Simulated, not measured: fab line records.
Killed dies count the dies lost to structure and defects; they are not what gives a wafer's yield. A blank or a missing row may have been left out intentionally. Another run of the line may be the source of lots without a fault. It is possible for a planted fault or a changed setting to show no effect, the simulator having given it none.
fab line records	flow rit-cmos
[record] lots = 7	wafers = 21	last-day = 7
route steps=202 shown M1@186
lots with no fault: from the same line, run without faults
start-h: start of the lot's first displayed wafer, in hours after the record's first day	wait-h: time in hours since the lot's previous step	" identical to the entry in the row above	L1.1+2: a single row standing in for several wafers	- value missing, or start not given	* or withheld: withheld	< > ~ a bound
route shown NAME@n: NAME is a module with steps in the file, n the number in the route of the first one	usual: average and standard deviation across the fault-free wafers	same: alike in all rows	chamber/n: place in a boat	sites: readings site by site	_std_site: standard deviation of those values	_edge_site: the outer-site mean with the inner-site mean subtracted	radius-mm: how far each site lies from the wafer's centre	mask NAME#n: copy n	behind: the most recent tool/chamber to have shaped the wafer	hold: the reason the lot was held/the length of the hold in hours/how it ended	device: which transistor (n, p or np) failed to switch	end of line: the same wafers' tests at the end of the route	where a step has no rows: the recipe by itself	killed: at the first sort, the dies lost to defects and structure; wafer yield is something else	map: dies across one wafer; x = killed, . = not, _ = none there
set.NAME: the setting as run; set.NAME@STEP: as run at that earlier step	model.NAME: the simulator's own value behind a step, which no gauge read
lots at selected steps of the route; one table per step, one row per wafer
services: when a tool's chamber went out of use (start-h, in hours from the record's first day, below 0 if earlier), for how many hours, and the reason
[[steps]]
[step RIT_M1_THK_MEAS_02]
[recipe] thk-meas-gauge = xrf	reads = Al_of_M1_SPUTTER_00
[usual] M1_AL_THK = 393/6.1
lot.wafer	tool	chamber	start-h	wait-h	M1_AL_THK[nm]
L124.2	film-metro-03	-	68.68	0.1	398
L124.5	"	-	"	"	392
L124.6	"	-	"	"	394
L130.3	film-metro-01	-	103.28	0.1	402
L130.5	"	-	"	"	405
L130.6	"	-	"	"	399
L134.1	film-metro-01	-	119.01	0.1	399
L134.4	"	-	"	"	403
L134.5	"	-	"	"	412
L139.2	film-metro-03	-	142.93	0.1	386
L139.4	"	-	"	"	395
L139.5	"	-	"	"	391
L140.3	film-metro-01	-	147.63	0.1	395
L140.5	"	-	"	"	406
L140.6	"	-	"	"	397
L141.2	film-metro-03	-	152.98	0.1	391
L141.3	"	-	"	"	391
L141.5	"	-	"	"	392
L142.3	film-metro-03	-	159.12	0.1	393
L142.4	"	-	"	"	401
L142.6	"	-	"	"	394
[step RIT_M1_HMDS_03]
[recipe] prime-time-s = 60	prime-temp-c = 140
[step RIT_M1_COAT_04]
[recipe] resist = NOVOLAK	spin-rpm = 2000	resist-thk-nm = 1300
[step RIT_M1_SOFTBAKE_05]
[recipe] resist = NOVOLAK	temp-c = 90	time-s = 60
[step RIT_M1_EXPOSE_06]
[recipe] mask-id = M12	na = 0.6	source-shape = conventional	sigma-outer = 0.5	target-cd-nm = 2600	dose-mj = 250
[step RIT_M1_PEB_07]
[recipe] resist = NOVOLAK	temp-c = withheld	time-s = withheld
[step RIT_M1_DEVELOP_08]
[recipe] resist = NOVOLAK	develop-time-s = 68	dev-temp-c = 23
[step RIT_M1_CD_MEAS_09]
[recipe] target-cd-nm = 2600
[usual] cd-nm = 2599.9/2.6
lot.wafer	tool	chamber	start-h	wait-h	cd-nm
L124.2	cd-sem-01	-	69.75	-	2597.2
L124.5	"	-	"	"	2593.6
L124.6	"	-	"	"	2596.9
L130.3	cd-sem-01	-	104.24	-	2605.0
L130.5	"	-	"	"	2604.5
L130.6	"	-	"	"	2606.1
L134.1	cd-sem-02	-	120.07	-	2600.5
L134.4	"	-	"	"	2601.8
L134.5	"	-	"	"	2600.7
L139.2	cd-sem-02	-	144.00	-	2601.1
L139.4	"	-	"	"	2599.3
L139.5	"	-	"	"	2598.3
L140.3	cd-sem-02	-	148.59	-	2598.8
L140.5	"	-	"	"	2598.6
L140.6	"	-	"	"	2599.7
L141.2	cd-sem-02	-	153.93	-	2597.6
L141.3	"	-	"	"	2598.6
L141.5	"	-	"	"	2600.2
L142.3	cd-sem-02	-	160.20	-	2602.8
L142.4	"	-	"	"	2600.4
L142.6	"	-	"	"	2601.8
[step RIT_M1_OVL_MEAS_10]
[usual] M1_OVL = -0.5/1.1
lot.wafer	tool	chamber	start-h	wait-h	M1_OVL[nm]
L124.2	overlay-01	-	69.86	0.1	-1.5
L124.5	"	-	"	"	-2.5
L124.6	"	-	"	"	-2.6
L130.3	overlay-02	-	104.33	0.1	-0.5
L130.5	"	-	"	"	-0.4
L130.6	"	-	"	"	1.6
L134.1	overlay-02	-	120.19	0.1	-0.9
L134.4	"	-	"	"	0.0
L134.5	"	-	"	"	-1.3
L139.2	overlay-02	-	144.11	0.1	2.0
L139.4	"	-	"	"	-0.4
L139.5	"	-	"	"	-0.8
L140.3	overlay-02	-	148.68	0.1	-0.2
L140.5	"	-	"	"	-1.4
L140.6	"	-	"	"	-1.6
L141.2	overlay-01	-	154.04	0.1	1.2
L141.3	"	-	"	"	-0.6
L141.5	"	-	"	"	-1.9
L142.3	overlay-01	-	160.29	0.1	0.0
L142.4	"	-	"	"	0.2
L142.6	"	-	"	"	-0.3
[step RIT_M1_HARDBAKE_11]
[recipe] resist = NOVOLAK	temp-c = 139	time-s = 120
[step RIT_M1_METAL_ETCH_12]
[recipe] stop-on = SiO2	chemistry = Cl2/BCl3	target = Al	time-s = 165	over-etch-frac = 0.5	pressure-mtorr = 100	target-depth-a = 6000	rf-w = 250	Cl2_flow_sccm = 60	bcl3-flow-sccm = 50
[usual] drypump-motor-current-A = 6.30/0.24	oes-product-au = 0.769/0.01	throttle-valve-pct = 8.25/0.094
lot.wafer	tool	chamber	start-h	wait-h	drypump-motor-current-A	oes-product-au	rf-hours-counter-h	throttle-valve-pct
L124.2	rie-metal-01	0	70.14	0.2	6.64	0.777	1	8.34
L124.5	"	1	"	"	6.37	0.756	-	8.37
L124.6	"	0	"	"	6.63	0.771	-	8.36
L130.3	rie-metal-01	1	104.66	0.2	6.34	0.773	-	8.37
L130.5	"	1	"	"	6.34	0.775	-	8.36
L130.6	"	0	"	"	6.63	0.774	-	8.35
L134.1	rie-metal-03	1	120.48	0.2	6.00	0.780	5	8.21
L134.4	"	1	"	"	6.02	0.782	-	8.21
L134.5	"	0	"	"	6.18	0.771	-	8.11
L139.2	rie-metal-03	1	144.39	0.2	6.03	0.767	6	8.20
L139.4	"	0	"	"	6.20	0.753	-	8.12
L139.5	"	0	"	"	6.16	0.757	-	8.12
L140.3	rie-metal-01	1	149.01	0.2	6.35	0.763	-	8.37
L140.5	"	1	"	"	6.37	0.769	-	8.37
L140.6	"	0	"	"	6.62	0.777	-	8.35
L141.2	rie-metal-03	1	154.32	0.2	6.00	0.769	6	8.20
L141.3	"	1	"	"	6.05	0.771	-	8.22
L141.5	"	0	"	"	6.18	0.756	-	8.12
L142.3	rie-metal-02	1	160.62	0.2	6.06	0.775	-	8.28
L142.4	"	0	"	"	6.60	0.779	-	8.16
L142.6	"	1	"	"	6.06	0.786	-	8.29
[step RIT_M1_STRIP_13]
[recipe] chemistry = nmp	resist = NOVOLAK	temp-c = 80	time-s = 600	dry = n2-spin
[step RIT_M1_STRIP_14]
[recipe] chemistry = O2	time-s = 180	platen-temp-c = withheld	power-w = 500	pressure-mtorr = 4000	o2-flow-sccm = 4000
[usual] drypump-motor-current-A = 5.6/0.43	run-length-s = 208.2/0.43
lot.wafer	tool	chamber	start-h	wait-h	drypump-motor-current-A	rf-hours-counter-h	run-length-s
L124.2	plasma-asher-03	0	70.49	0.0	5.8	42	208.3
L124.5	"	0	"	"	5.8	-	207.5
L124.6	"	1	"	"	5.7	-	208.3
L130.3	plasma-asher-01	0	105.00	0.1	6.2	-	207.8
L130.5	"	0	"	"	6.2	-	207.6
L130.6	"	1	"	"	4.8	-	208.5
L134.1	plasma-asher-01	1	120.82	0.0	4.8	49	160.6
L134.4	"	0	"	"	6.1	-	207.7
L134.5	"	1	"	"	4.8	-	160.2
L139.2	plasma-asher-01	0	144.73	0.0	6.2	51	207.8
L139.4	"	1	"	"	4.8	-	160.0
L139.5	"	1	"	"	4.8	-	159.9
L140.3	plasma-asher-01	1	149.35	0.1	4.8	-	160.0
L140.5	"	0	"	"	6.2	-	207.6
L140.6	"	1	"	"	4.8	-	159.9
L141.2	plasma-asher-02	0	154.65	0.0	5.7	4	208.6
L141.3	"	1	"	"	5.4	-	207.9
L141.5	"	1	"	"	5.4	-	208.2
L142.3	plasma-asher-03	0	160.98	0.1	5.8	-	207.9
L142.4	"	1	"	"	5.7	-	208.2
L142.6	"	1	"	"	5.8	-	208.1
[step RIT_M1_CD_MEAS_90]
[recipe] target-cd-nm = 2600
[usual] cd-nm = 2599.3/2.8
lot.wafer	tool	chamber	start-h	wait-h	cd-nm
L124.2	cd-sem-02	-	70.69	0.1	2597.4
L124.5	"	-	"	"	2591.7
L124.6	"	-	"	"	2594.9
L130.3	cd-sem-01	-	105.16	0.1	2602.4
L130.5	"	-	"	"	2601.3
L130.6	"	-	"	"	2606.5
L134.1	cd-sem-01	-	120.99	0.1	2600.3
L134.4	"	-	"	"	2601.9
L134.5	"	-	"	"	2600.2
L139.2	cd-sem-02	-	144.92	0.1	2601.0
L139.4	"	-	"	"	2601.0
L139.5	"	-	"	"	2599.3
L140.3	cd-sem-01	-	149.60	0.2	2594.3
L140.5	"	-	"	"	2596.3
L140.6	"	-	"	"	2597.9
L141.2	cd-sem-02	-	154.85	0.1	2596.4
L141.3	"	-	"	"	2598.6
L141.5	"	-	"	"	2599.9
L142.3	cd-sem-01	-	161.14	0.1	2602.6
L142.4	"	-	"	"	2597.1
L142.6	"	-	"	"	2602.7
[step RIT_M1_PROBE_99]
[usual] defect-limited-yield = 97.4/1.1	killed_at_M0_to_M3 = 0.0/0.14	killed-at-contacts = 0.0/0.22	killed-at-front-end = 6.9/3	killed-dies = 6.9/3	killed-open = 3.5/2	killed-short = 3.4/2.1	sort_bin_3_pad_short = 0.1/0.23	sort_bin_5_function = 1.5/0.85	sort_bin_6_memory = 1.0/0.59	sort-n-pass = 257.1/3	sort-yield-pct = 97.4/1.1
[same] gross-dies = 264	killed_at_M4_up = 0	killed-at-back-side = 0	killed-at-other = 0
lot.wafer	tool	chamber	start-h	wait-h	defect-limited-yield[%]	killed_at_M0_to_M3	killed-at-contacts	killed-at-front-end	killed-dies	killed-open	killed-short	sort_bin_3_pad_short[%]	sort_bin_5_function[%]	sort_bin_6_memory[%]	sort-n-pass	sort-yield-pct[%]
L124.2	prober-02	-	73.73	0.1	97.7	0	0	6	6	3	3	0	1.9	0.4	258.0	97.7
L124.5	prober-02	-	73.88	0.2	98.5	0	0	4	4	3	1	0	0.4	1.1	260.0	98.5
L124.6	prober-02	-	73.93	0.2	97.7	0	0	6	6	2	4	0	1.5	0.8	258.0	97.7
L130.3	prober-02	-	106.96	0.2	97.3	0	0	7	7	4	3	0	1.5	1.1	257.0	97.3
L130.5	prober-02	-	107.06	0.2	98.1	0	0	5	5	2	3	0.4	0.8	0.8	259.0	98.1
L130.6	prober-02	-	107.11	0.2	98.5	0	0	4	4	3	1	0	0.4	1.1	260.0	98.5
L134.1	prober-02	-	123.47	0.1	98.1	0	0	5	5	2	3	0.4	1.1	0.4	259.0	98.1
L134.4	prober-02	-	123.62	0.2	96.6	0	0	9	9	7	2	0.4	1.9	1.1	255.0	96.6
L134.5	prober-02	-	123.67	0.2	94.7	0	0	14	14	9	5	0.4	3.8	1.1	250.0	94.7
L139.2	prober-01	-	146.69	0.1	96.6	1	0	8	9	2	5	0	2.3	1.1	255.0	96.6
L139.4	prober-01	-	146.79	0.2	99.2	0	0	2	2	1	0	0	0.8	0	262.0	99.2
L139.5	prober-01	-	146.84	0.2	98.1	0	0	5	5	2	2	0	1.5	0.4	259.0	98.1
L140.3	prober-02	-	151.40	0.2	97.0	0	0	8	8	5	3	0	1.9	1.1	256.0	97.0
L140.5	prober-02	-	151.50	0.2	97.0	0	0	8	8	7	1	0	1.5	1.5	256.0	97.0
L140.6	prober-02	-	151.55	0.2	97.0	0	0	8	8	5	3	0.4	0.8	1.9	256.0	97.0
L141.2	prober-01	-	156.62	0.1	97.0	0	1	7	8	5	3	0	1.9	1.1	256.0	97.0
L141.3	prober-01	-	156.67	0.2	97.3	0	0	7	7	5	2	0	1.1	1.5	257.0	97.3
L141.5	prober-01	-	156.77	0.2	97.3	0	0	7	7	6	1	0	1.1	1.5	257.0	97.3
L142.3	prober-02	-	162.94	0.2	95.8	0	0	11	11	8	3	0	2.3	1.9	253.0	95.8
L142.4	prober-02	-	162.99	0.2	97.3	0	0	7	7	4	3	0	2.3	0.4	257.0	97.3
L142.6	prober-02	-	163.09	0.2	97.0	0	0	8	8	3	5	0.4	1.1	1.5	256.0	97.0
// killed by level:class
L124.2 GATE:geometric-particle:short=2 FOX1:geometric-particle:open=1 GATE:geometric-particle:open=1 REOX:geometric-particle:short=1 SILICIDE:geometric-particle:open=1
L124.5 GATE:geometric-particle:open=2 SPACER:geometric-particle:open=1 SPACER:geometric-particle:short=1
L124.6 SPACER:geometric-particle:short=2 FOX2:geometric-particle:short=1 FOX2:geometric-particle:open=1 GATE:geometric-particle:short=1 SPACER:geometric-particle:open=1
L130.3 FOX1:geometric-particle:open=2 GATE:geometric-particle:short=2 FOX1:geometric-particle:short=1 GATE:geometric-particle:open=1 SPACER:geometric-particle:open=1
L130.5 FOX1:geometric-particle:short=3 REOX:geometric-particle:open=1 SILICIDE:geometric-particle:open=1
L130.6 FOX1:geometric-particle:open=1 FOX1:geometric-particle:short=1 GATE:geometric-particle:open=1 SPACER:geometric-particle:open=1
L134.1 FOX2:geometric-particle:short=1 REOX:geometric-particle:open=1 REOX:geometric-particle:short=1 SPACER:geometric-particle:open=1 SILICIDE:geometric-particle:short=1
L134.4 GATE:geometric-particle:open=2 SPACER:geometric-particle:open=2 SILICIDE:geometric-particle:open=2 FOX2:geometric-particle:open=1 REOX:geometric-particle:short=1 SPACER:geometric-particle:short=1
L134.5 SILICIDE:geometric-particle:open=4 GATE:geometric-particle:open=3 FOX2:geometric-particle:short=2 FOX1:geometric-particle:short=1 FOX2:geometric-particle:open=1 GATE:geometric-particle:short=1 REOX:geometric-particle:short=1 SPACER:geometric-particle:open=1
L139.2 GATE:geometric-particle:short=2 REOX:geometric-particle:short=2 NWELL:coat-microbubble-printed=2 REOX:geometric-particle:open=1 SILICIDE:geometric-particle:open=1 M1:geometric-particle:short=1
L139.4 SILICIDE:geometric-particle:open=1 NWELL:coat-microbubble-printed=1
L139.5 FOX1:geometric-particle:open=1 FOX1:geometric-particle:short=1 GATE:geometric-particle:open=1 REOX:geometric-particle:short=1 NWELL:coat-microbubble-printed=1
L140.3 REOX:geometric-particle:open=2 REOX:geometric-particle:short=2 FOX1:geometric-particle:open=1 GATE:geometric-particle:open=1 GATE:geometric-particle:short=1 SPACER:geometric-particle:open=1
L140.5 FOX1:geometric-particle:open=3 GATE:geometric-particle:open=2 GATE:geometric-particle:short=1 REOX:geometric-particle:open=1 SPACER:geometric-particle:open=1
L140.6 GATE:geometric-particle:short=2 REOX:geometric-particle:open=2 FOX2:geometric-particle:open=1 GATE:geometric-particle:open=1 REOX:geometric-particle:short=1 SPACER:geometric-particle:open=1
L141.2 GATE:geometric-particle:short=2 GATE:geometric-particle:open=2 FOX1:geometric-particle:open=1 SPACER:geometric-particle:short=1 SPACER:geometric-particle:open=1 CONTACT:geometric-particle:open=1
L141.3 GATE:geometric-particle:open=2 SILICIDE:geometric-particle:open=2 GATE:geometric-particle:short=1 SPACER:geometric-particle:open=1 SILICIDE:geometric-particle:short=1
L141.5 SPACER:geometric-particle:open=3 GATE:geometric-particle:open=2 GATE:geometric-particle:short=1 REOX:geometric-particle:open=1
L142.3 GATE:geometric-particle:open=4 FOX1:geometric-particle:open=2 REOX:geometric-particle:short=2 GATE:geometric-particle:short=1 SPACER:geometric-particle:open=1 SILICIDE:geometric-particle:open=1
L142.4 FOX1:geometric-particle:open=1 FOX2:geometric-particle:short=1 FOX2:geometric-particle:open=1 GATE:geometric-particle:open=1 GATE:geometric-particle:short=1 REOX:geometric-particle:open=1 SPACER:geometric-particle:short=1
L142.6 GATE:geometric-particle:open=2 GATE:geometric-particle:short=2 SPACER:geometric-particle:short=2 REOX:geometric-particle:open=1 REOX:geometric-particle:short=1
[[services]]
tool	chamber	start-h	hours	kind
rie-metal-02	0	52.67	13.4	repair
plasma-asher-03	-	61.16	2.7	repair
rie-metal-03	-	68.85	1.4	pm
plasma-asher-02	-	70.02	8.1	repair
plasma-asher-01	-	74.99	3.2	repair
rie-metal-03	0	87.60	15.7	repair
plasma-asher-01	-	90.39	5.1	repair
rie-metal-01	1	91.55	7.0	repair
plasma-asher-02	-	108.75	9.0	pm
plasma-asher-02	0	108.75	9.0	vent-cycle
plasma-asher-02	1	108.75	9.0	vent-cycle
plasma-asher-01	-	115.79	4.3	repair
plasma-asher-02	0	117.75	-	clean
plasma-asher-02	1	117.75	-	clean
rie-metal-02	-	136.12	20.0	pm
rie-metal-02	0	136.12	20.0	vent-cycle
rie-metal-02	1	136.12	20.0	vent-cycle
rie-metal-02	0	156.12	-	clean
rie-metal-02	1	156.12	-	clean
rie-metal-03	-	157.43	2.0	repair
rie-metal-01	-	157.60	2.8	pm
[[key]]
[first-sign] step = RIT_M1_STRIP_14	reading = run-length-s	direction = down	sigmas = 99+	usual = *	struck = *
effect none on later readings
met-at RIT_M1_STRIP_14
struck-wafers L134.1,L134.5,L139.4,L139.5,L140.3,L140.6
onset-between 105.00 120.82
[fault] kind = process-parameter-drift	tool = plasma-asher-01	chamber = 1	onset-h = 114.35	steps = RIT_M1_STRIP_14	channel = time-s	offset = *	shape = step	end-h = 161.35	acts-in = *	stated = *
